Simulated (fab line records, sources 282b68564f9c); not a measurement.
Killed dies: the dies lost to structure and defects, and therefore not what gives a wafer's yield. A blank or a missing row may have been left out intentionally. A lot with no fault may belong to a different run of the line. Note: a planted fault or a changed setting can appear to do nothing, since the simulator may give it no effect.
A struck lot beside a sound one / flow rit_cmos / 18 steps out of a route of 202
Sound: these wafers, L145.3, L145.4, L145.6. The struck wafers were L151.3, L151.5, L151.6. The cause comes at the end.
Each step with rows lists, per side, the tool, then ch with its chambers, then its first start. Under that, the readings that differ: sound wafers / struck wafers / difference of the means / sigmas: that difference in standard deviations of wafers without a fault.
alike: a reading whose means differ by less than 2 such deviations, as well as words and numbers matching on both sides. not compared: withheld readings; readings where some wafer has no value; bounds like >300 that might hide an equal value; numbers whose values overlap and for which the record gives no deviation.
A row with sigmas, a row that says differs or no value, or rows on one side alone: a step with any of these is where the two part. Numbers that have no deviation but don't overlap get no sigmas and don't part them. Lack of a reading on every wafer of one side parts them only where that side has two or more wafers.

first, 1 step without rows for these wafers: RIT_PLDD_IMPLANT_08.
RIT_PLDD_STRIP_09: strips in O2, time 180 s.
  sound on plasma_asher-04 ch 0,1, day 2 20:50; struck on plasma_asher-02 ch 0,1, day 4 06:52
  alike: drypump_motor_current_A
  not compared: rf_hours_counter_h
RIT_PLDD_TW_MEAS_10:
  sound: film_metro-03 at day 2 20:59; struck: film_metro-01 at day 4 07:00
  alike: PLDD_TW
then, 4 steps without rows for these wafers: RIT_SPACER_CLEAN_00 (cleans in SC1, time 600 s); RIT_SPACER_CLEAN_01 (cleans in dHF, time 30 s); RIT_SPACER_CLEAN_02 (cleans in SC2, time 600 s); RIT_SPACER_CVD_03 (deposits Si3N4 from SiH2Cl2/NH3, target thk 250 nm, time 3300 s).
RIT_SPACER_THK_MEAS_04:
  sound: film_metro-03 at day 2 23:19; struck: film_metro-02 at day 4 10:05
reading=SPACER_NITRIDE_THK (nm); sound=244.7 245.8 247.8; struck=250.9 251.5 251.6; difference=+5.2; sigmas=+2
RIT_SPACER_ETCHBACK_05: etches Si3N4 in SF6/CHF3, stops on SiO2, target depth 250 nm, time 240 s.
  sound on rie_diel-02 ch 2,3, day 2 23:22; struck on rie_diel-02 ch 1,2,3, day 4 10:08
  alike: drypump_motor_current_A, oes_product_au, throttle_valve_pct
  not compared: rf_hours_counter_h
then, 3 steps without rows for these wafers: RIT_NSD_HMDS_00 (prime time 60 s); RIT_NSD_COAT_01 (resist thk 1000 nm); RIT_NSD_SOFTBAKE_02 (time 60 s).
RIT_NSD_EXPOSE_03: exposes mask M9, target cd 40700 nm.
  sound on iline_stepper-01 ch 0, day 3 00:07; struck on iline_stepper-02 ch 0, day 4 10:46
reading=model.NSD.overlay_x_nm (nm); sound=0.7322 0.7322 0.7322; struck=1.332e+04 1.332e+04 1.332e+04; difference=+1.332e+04; sigmas=
  alike: mask
then, 2 steps without rows for these wafers: RIT_NSD_PEB_04; RIT_NSD_DEVELOP_05 (develop time 50 s).
RIT_NSD_OVL_MEAS_06:
  sound: overlay-02 at day 3 00:30; struck: overlay-02 at day 4 11:08
reading=NSD_OVL (nm); sound=-0.1 0.9 1.6; struck=- - -; difference=no value on the struck wafers; sigmas=
then, 1 step without rows for these wafers: RIT_NSD_HARDBAKE_07 (time 60 s).
RIT_M1_PROBE_99:
  sound: prober-01 at day 3 10:47; struck: prober-01 at day 4 21:24
reading=killed_at_front_end; sound=11 7 10; struck=264 263 264; difference=+254; sigmas=+85
reading=killed_dies; sound=11 7 10; struck=264 264 264; difference=+255; sigmas=+85
reading=killed_on_rim; sound=4 2 3; struck=70 70 70; difference=+67; sigmas=+48
  alike: killed_at_contacts, killed_open, killed_short
  not compared: model.etest.nmos_0p15.junction_log10_a_um, model.etest.nmos_0p3.off_log10_a_um, model.etest.gate_end_array.leak_log10_a_um, model.etest.nmos_0p15.bv_v, model.etest.nmos_0p3.bv_v, model.etest.nmos_0p15.off_log10_a_um, model.etest.retro_edge_nmos.off_log10_a_um, model.etest.nmos_narrow.under_floor

## WHERE THEY PART
First at RIT_SPACER_THK_MEAS_04; last, within this record, at RIT_M1_PROBE_99.

WHY: what had been put in by the simulator
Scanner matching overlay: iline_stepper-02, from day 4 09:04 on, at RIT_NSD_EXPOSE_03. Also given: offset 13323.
